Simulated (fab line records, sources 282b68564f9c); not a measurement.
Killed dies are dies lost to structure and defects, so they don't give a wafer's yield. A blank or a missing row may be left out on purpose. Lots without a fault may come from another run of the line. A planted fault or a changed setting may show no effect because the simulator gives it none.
A struck lot beside a sound one | flow rit_cmos | 44 steps out of a route of 202
Sound: wafers L166.2, L166.4, L166.5. Struck: wafers L183.1, L183.3, L183.6. The cause comes at the end.
At each step with rows: each side's tool, then ch and its chambers, then its first start. Under that, the readings that differ: sound wafers | struck wafers | difference of the means | sigmas: that difference in standard deviations of wafers without a fault.
alike: readings whose means differ by less than 2 such deviations, and words and numbers that are the same on both sides. not compared: withheld readings, readings that some wafer has no value for, bounds like >300 that may hide the same value, and numbers for which the record gives no deviation and whose values overlap.
The two part at a step that has a row with sigmas, a row that says differs or no value, or rows on one side only. Numbers that don't overlap but have no deviation are shown without sigmas and don't part them. A reading that every wafer of one side lacks parts them only if that side has two wafers or more.

first, 2 steps without rows for these wafers: RIT_NLDD_HARDBAKE_07 (time 60 s); RIT_NLDD_IMPLANT_08.
RIT_NLDD_STRIP_09: strips in O2, time 180 s.
  sound on plasma_asher-04 ch 0,1, day 2 23:08; struck on plasma_asher-02 ch 0, day 6 12:23
  alike: drypump_motor_current_A, o2_flow_sccm, rf_refl_power_W
  not compared: rf_hours_counter_h
RIT_NLDD_TW_MEAS_10:
  sound on film_metro-04, day 2 23:20; struck on film_metro-04, day 6 12:34
  alike: NLDD_TW
then, 6 steps without rows for these wafers: RIT_PLDD_HMDS_00 (prime time 60 s); RIT_PLDD_COAT_01 (resist thk 1000 nm); RIT_PLDD_SOFTBAKE_02 (time 60 s); RIT_PLDD_EXPOSE_03 (exposes mask M8, target cd 40900 nm); RIT_PLDD_PEB_04; RIT_PLDD_DEVELOP_05 (develop time 50 s).
RIT_PLDD_OVL_MEAS_06:
  sound on overlay-02, day 3 00:22; struck on overlay-02, day 6 13:29
  alike: PLDD_OVL
then, 1 step without rows for these wafers: RIT_PLDD_HARDBAKE_07 (time 60 s).
RIT_PLDD_IMPLANT_08:
  sound on implanter-04 ch 0, day 3 00:34; struck on implanter-04 ch 0, day 6 13:40
  reading                          | sound                         | struck                        | difference | sigmas
  dose_ions_cm2                    | 9.004e+14 9.011e+14 9.011e+14 | 2.703e+14 2.707e+14 2.707e+14 | -6.303e+14 | -99 or more
  end_station_pressure_torr (Torr) | 7.3e-06 8e-06 7.2e-06         | 5.5e-06 5.7e-06 5.7e-06       | -1.9e-06   | -5
  faraday_current_uA               | 2916 2815 2737                | 870 825 849                   | -1975      | -37
RIT_PLDD_STRIP_09: strips in O2, time 180 s.
  sound on plasma_asher-02 ch 0,1, day 3 00:42; struck on plasma_asher-01 ch 0,1, day 6 13:49
  alike: drypump_motor_current_A, o2_flow_sccm, rf_refl_power_W
  not compared: rf_hours_counter_h
RIT_PLDD_TW_MEAS_10:
  sound on film_metro-01, day 3 00:53; struck on film_metro-01, day 6 13:59
  reading | sound          | struck         | difference | sigmas
  PLDD_TW | 2360 2350 2358 | 1666 1668 1677 | -686       | -46
then, 4 steps without rows for these wafers: RIT_SPACER_CLEAN_00 (cleans in SC1, time 600 s); RIT_SPACER_CLEAN_01 (cleans in dHF, time 30 s); RIT_SPACER_CLEAN_02 (cleans in SC2, time 600 s); RIT_SPACER_CVD_03 (deposits Si3N4 from SiH2Cl2/NH3, target thk 250 nm, time 3300 s).
RIT_SPACER_THK_MEAS_04:
  sound on film_metro-03, day 3 03:14; struck on film_metro-01, day 6 16:21
  reading                 | sound             | struck            | difference | sigmas
  SPACER_NITRIDE_THK (nm) | 252.8 251.5 251.3 | 247.7 248.8 245.9 | -4.4       | -2
RIT_SPACER_ETCHBACK_05: etches Si3N4 in SF6/CHF3, stops on SiO2, target depth 250 nm, time 240 s.
  sound on rie_diel-01 ch 0,1, day 3 03:17; struck on rie_diel-03 ch 0,2,3, day 6 16:25
  alike: drypump_motor_current_A, oes_product_au, throttle_valve_pct
  not compared: rf_hours_counter_h
then, 6 steps without rows for these wafers: RIT_NSD_HMDS_00 (prime time 60 s); RIT_NSD_COAT_01 (resist thk 1000 nm); RIT_NSD_SOFTBAKE_02 (time 60 s); RIT_NSD_EXPOSE_03 (exposes mask M9, target cd 40700 nm); RIT_NSD_PEB_04; RIT_NSD_DEVELOP_05 (develop time 50 s).
RIT_NSD_OVL_MEAS_06:
  sound on overlay-02, day 3 04:25; struck on overlay-02, day 6 17:46
  alike: NSD_OVL
then, 2 steps without rows for these wafers: RIT_NSD_HARDBAKE_07 (time 60 s); RIT_NSD_IMPLANT_08.
RIT_NSD_STRIP_09: strips in O2, time 180 s.
  sound on plasma_asher-02 ch 0,1, day 3 04:45; struck on plasma_asher-04 ch 1, day 6 18:06
  reading                     | sound       | struck      | difference | sigmas
  drypump_motor_current_A (A) | 6.0 6.2 6.2 | 5.5 5.5 5.5 | -0.6       | -2
  alike: o2_flow_sccm, rf_refl_power_W
  not compared: rf_hours_counter_h
RIT_NSD_TW_MEAS_10:
  sound on film_metro-01, day 3 04:56; struck on film_metro-03, day 6 18:16
  reading | sound          | struck         | difference | sigmas
  NSD_TW  | 3150 3135 3153 | 3092 3104 3113 | -43        | -2
then, 6 steps without rows for these wafers: RIT_PSD_HMDS_00 (prime time 60 s); RIT_PSD_COAT_01 (resist thk 1000 nm); RIT_PSD_SOFTBAKE_02 (time 60 s); RIT_PSD_EXPOSE_03 (exposes mask M10, target cd 40900 nm); RIT_PSD_PEB_04; RIT_PSD_DEVELOP_05 (develop time 50 s).
RIT_PSD_OVL_MEAS_06:
  sound on overlay-01, day 3 06:02; struck on overlay-01, day 6 19:11
  alike: PSD_OVL
then, 2 steps without rows for these wafers: RIT_PSD_HARDBAKE_07 (time 60 s); RIT_PSD_IMPLANT_08.
RIT_PSD_STRIP_09: strips in O2, time 180 s.
  sound on plasma_asher-03 ch 0,1, day 3 06:22; struck on plasma_asher-03 ch 1, day 6 19:36
  alike: drypump_motor_current_A, o2_flow_sccm, rf_refl_power_W
  not compared: rf_hours_counter_h
RIT_SDANNEAL_RS_MEAS_06: measures by four-point-probe.
  sound on film_metro-04, day 3 07:19; struck on film_metro-03, day 6 20:30
  reading          | sound             | struck            | difference | sigmas
  PLDD_RS (ohm/sq) | 179.3 179.1 179.0 | 432.4 431.8 429.6 | +252.1     | +99 or more
RIT_M1_PROBE_99:
  sound on prober-02, day 3 14:51; struck on prober-02, day 7 03:44
  alike: killed_at_M0_to_M3, killed_at_contacts, killed_at_front_end, killed_dies, killed_open, killed_short

WHERE THEY PART
First at RIT_PLDD_IMPLANT_08; last, within this record, at RIT_SDANNEAL_RS_MEAS_06. Later steps at which nothing parts them and some readings are alike: RIT_M1_PROBE_99.

WHY: what the simulator had put in
Process parameter drift: implanter-04, from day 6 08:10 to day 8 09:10, at RIT_PLDD_IMPLANT_08. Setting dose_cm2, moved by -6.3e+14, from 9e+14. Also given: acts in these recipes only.
